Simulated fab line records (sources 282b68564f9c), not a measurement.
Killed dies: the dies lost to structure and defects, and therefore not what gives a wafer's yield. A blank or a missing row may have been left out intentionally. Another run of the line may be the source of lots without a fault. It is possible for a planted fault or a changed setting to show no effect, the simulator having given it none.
Split-lot study | flow ritCmos | 23 wafers read across 5 lots, on a route 202 steps long

THE SPLIT
At RIT_PRETRO_IMPLANT_08, the setting doseCm2 was moved away from the recipe's 1.2e+13 on 12 of the 23 wafers read, by -5.4% to +6.7%. The other wafers ran this setting at the recipe's value.

FROM THE SPLIT TO THE READING: what the file shows between them, 1 step
- RIT_PRETRO_STRIP_09: strips in O2, time 180 s

THE READING
PRETRO_TW, at RIT_PRETRO_TW_MEAS_10. Fault-free wafers of this fab line usually give 476, standard deviation 4.

wafer  | tool, chamber at the split | doseCm2 as run | against the recipe | PRETRO_TW | against lot-mates on the recipe
L076.1 | implanter-04, 0            | 1.135e+13      | -5.4%              | 468       | -8
L076.2 | implanter-04, 0            | 1.135e+13      | -5.4%              | 466       | -10
L076.3 | implanter-04, 0            | 1.2e+13        | recipe             | 476       | -
L076.4 | implanter-04, 0            | 1.2e+13        | recipe             | 476       | -
L076.6 | implanter-04, 0            | 1.135e+13      | -5.4%              | 468       | -8
L078.2 | implanter-04, 0            | 1.2e+13        | recipe             | 474       | -
L078.3 | implanter-04, 0            | 1.2e+13        | recipe             | 474       | -
L078.4 | implanter-04, 0            | 1.2e+13        | recipe             | 471       | -
L079.1 | implanter-03, 0            | 1.281e+13      | +6.7%              | 495       | +14
L079.2 | implanter-03, 0            | 1.2e+13        | recipe             | 479       | -
L079.3 | implanter-03, 0            | 1.2e+13        | recipe             | 483       | -
L079.5 | implanter-03, 0            | 1.281e+13      | +6.7%              | 492       | +11
L079.6 | implanter-03, 0            | 1.281e+13      | +6.7%              | 492       | +11
L084.2 | implanter-01, 0            | 1.2e+13        | recipe             | 481       | -
L084.3 | implanter-01, 0            | 1.24e+13       | +3.3%              | 482       | +2
L084.4 | implanter-01, 0            | 1.2e+13        | recipe             | 480       | -
L084.5 | implanter-01, 0            | 1.24e+13       | +3.3%              | 482       | +2
L084.6 | implanter-01, 0            | 1.24e+13       | +3.3%              | 484       | +4
L085.2 | implanter-03, 0            | 1.276e+13      | +6.3%              | 481       | +6
L085.3 | implanter-03, 0            | 1.2e+13        | recipe             | 475       | -
L085.4 | implanter-03, 0            | 1.276e+13      | +6.3%              | 485       | +10
L085.5 | implanter-03, 0            | 1.276e+13      | +6.3%              | 484       | +8
L085.6 | implanter-03, 0            | 1.2e+13        | recipe             | 476       | -

FIT RESULTS
A straight line over all 23 wafers: PRETRO_TW changes by +1.76 for each +1% of doseCm2; r = +0.89; the points scatter about the line by 3.6.
The same after taking each lot's own level away (the mean of its wafers on the recipe; 23 wafers): +1.5 for each +1%; r = +0.95; scatter 1.9.
That fit puts the effect of the largest move of doseCm2 on the reading at 10.
The span of the lots' own levels, 473.0 to 481.0, comes to 2.0 times the standard deviation stated above.
Thus the slope moves with the lot-to-lot level: the two fits are different.
Check: for one of the wafers moved furthest among these (+6.7%), held out of the fit, the line's prediction against its lot-mates is +9.09. It came out at +14 against them.

FILE'S OWN FIT
PRETRO_TW changes by +1.47 for each +1% of doseCm2, r = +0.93.
